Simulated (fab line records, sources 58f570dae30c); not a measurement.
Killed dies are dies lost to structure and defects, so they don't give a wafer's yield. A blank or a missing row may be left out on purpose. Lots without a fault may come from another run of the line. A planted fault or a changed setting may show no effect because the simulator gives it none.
Which tool did it? | flow berkeley_cmos170 | 13 lots, 39 wafers sampled, at 3 steps of a route of 331

WHAT THE GAUGES READ, wafer by wafer
UCB170_NLDD_TW_MEAS_11.
lot  | measured     | on            | NLDD_TW
L113 | day 7 05:32  | film_metro-01 | 2173 2187 2180
L114 | day 7 06:15  | film_metro-01 | 2181 2189 2174
L117 | day 7 14:38  | film_metro-01 | 2180 2202 2181
L115 | day 7 15:31  | film_metro-03 | 2199 2199 2178
L116 | day 7 15:50  | film_metro-01 | 2196 2181 2185
L120 | day 8 12:20  | film_metro-01 | 2185 2169 2181
L119 | day 8 13:01  | film_metro-03 | 2195 2191 2199
L126 | day 10 07:58 | film_metro-02 | 2157 2155 2160
L127 | day 10 08:30 | film_metro-03 | 2199 2194 2186
L125 | day 10 08:44 | film_metro-03 | 2138 2123 2114
L129 | day 11 02:37 | film_metro-03 | 2205 2196 2195
L134 | day 11 14:41 | film_metro-03 | 2205 2202 2204
L135 | day 12 08:00 | film_metro-01 | 2183 2187 2188

UCB170_SDANNEAL_RS_MEAS_05: measures by four-point-probe.
lot  | measured     | on            | NLDD_RS (ohm/sq)
L113 | day 7 18:14  | film_metro-02 | 616.9 616.9 617.8
L114 | day 7 18:16  | film_metro-01 | 616.1 617.7 617.5
L117 | day 8 01:47  | film_metro-03 | 617.8 616.4 617.6
L115 | day 8 02:11  | film_metro-01 | 617.0 616.4 615.9
L116 | day 8 01:59  | film_metro-02 | 614.8 615.2 614.8
L120 | day 9 02:17  | film_metro-02 | 616.7 615.4 613.8
L119 | day 9 02:48  | film_metro-01 | 615.6 616.5 617.6
L126 | day 10 19:11 | film_metro-03 | 666.1 667.6 666.3
L127 | day 10 19:36 | film_metro-02 | 616.2 617.0 618.3
L125 | day 10 19:46 | film_metro-03 | 666.1 667.7 667.3
L129 | day 11 15:37 | film_metro-01 | 616.1 615.3 616.6
L134 | day 12 00:41 | film_metro-02 | 614.7 616.4 617.5
L135 | day 13 06:41 | film_metro-02 | 616.1 615.9 615.7

WHICH TOOL RAN EACH LOT (tool, then ch and the chambers of the sampled wafers, then the start)
lot  | UCB170_NLDD_IMPLANT_08
L113 | implanter-04 ch 0, day 7 05:10
L114 | implanter-03 ch 0, day 7 05:51
L117 | implanter-04 ch 0, day 7 14:14
L115 | implanter-04 ch 0, day 7 15:07
L116 | implanter-04 ch 0, day 7 15:27
L120 | implanter-01 ch 0, day 8 11:58
L119 | implanter-01 ch 0, day 8 12:37
L126 | implanter-04 ch 0, day 10 07:34
L127 | implanter-01 ch 0, day 10 08:08
L125 | implanter-04 ch 0, day 10 08:20
L129 | implanter-01 ch 0, day 11 02:14
L134 | implanter-01 ch 0, day 11 14:19
L135 | implanter-03 ch 0, day 12 04:51
- UCB170_NLDD_IMPLANT_08

WHAT THE TOOLS THEMSELVES READ (means of the sampled wafers that have a number; where no wafer has one, the mark that the record gives instead)
UCB170_NLDD_IMPLANT_08.
lot  | tool         | dose_ions_cm2 | end_station_pressure_torr (Torr) | faraday_current_uA | tilt_deg (degrees)
L113 | implanter-04 | 4.997e+13     | 5.2e-06                          | 160                | 7.010
L114 | implanter-03 | 5.003e+13     | 4.8e-06                          | 157                | 6.974
L117 | implanter-04 | 5.007e+13     | 4.7e-06                          | 158                | 7.012
L115 | implanter-04 | 4.996e+13     | 5.1e-06                          | 158                | 6.990
L116 | implanter-04 | 5.001e+13     | 4.9e-06                          | 159                | 7.025
L120 | implanter-01 | 4.995e+13     | 5.1e-06                          | 160                | 7.003
L119 | implanter-01 | 4.995e+13     | 5.2e-06                          | 160                | 6.998
L126 | implanter-04 | 3.900e+13     | 5.0e-06                          | 124                | 7.019
L127 | implanter-01 | 4.996e+13     | 5.3e-06                          | 160                | 7.000
L125 | implanter-04 | 3.901e+13     | 5.2e-06                          | 123                | 7.000
L129 | implanter-01 | 5.000e+13     | 4.9e-06                          | 159                | 6.994
L134 | implanter-01 | 5.004e+13     | 4.9e-06                          | 157                | 6.979
L135 | implanter-03 | 5.002e+13     | 4.9e-06                          | 158                | 6.986

THE ANSWER, worked out from the rows above alone
Rule: what is usual is taken from the lots themselves. Put in order of their means at a reading, lots are off if they are a third of the lots or fewer, leave a main group of 4 or more, and stand apart from it by a gap of 3 or more times the standard deviation of the main group's means; of several such gaps the widest counts. A main group whose means are all the same, to the digits that the tables above print for the reading, isn't used. A lot without any number at a reading at which 4 lots or more have one is off too. The other lots that the step has rows for count as sound. The gauges are gone through in route order, then the tools' own readings, and for those a lot's mean is taken as printed above. The first step at which some lot is off is used, and at that step the reading that is off furthest; a lot without a number counts as furthest.
Off: L126, L125, at UCB170_SDANNEAL_RS_MEAS_05 (NLDD_RS). The main group: mean 616.4 ohm/sq, standard deviation 0.76.
A tool fits if, at a process step before that reading, it ran every lot that is off, and no sound lot after the first of them. The gauges at UCB170_SDANNEAL_RS_MEAS_05 aren't tried: what is off there is off at UCB170_NLDD_IMPLANT_08 too, on other tools, and a gauge's error can't cause that. One fits: implanter-04 at UCB170_NLDD_IMPLANT_08. Its last sound lot is L116 (day 7 15:27), its first lot that is off L126 (day 10 07:34): a fault that began between those two fits.
The tool's own readings at UCB170_NLDD_IMPLANT_08 bear it out: on the lots that are off they differ by more than 5 times the standard deviation of the sound lots' means. dose_ions_cm2 reads 3.900e+13 there against 5.000e+13 on the sound lots; faraday_current_uA reads 124 there against 159 on the sound lots.

WHAT THE SIMULATOR HAD PUT IN
Process parameter drift: implanter-04, from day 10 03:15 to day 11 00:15, at UCB170_NLDD_IMPLANT_08. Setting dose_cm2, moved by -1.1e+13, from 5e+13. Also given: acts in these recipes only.
Lots struck among those shown: L126, L125. The rule above found the same.
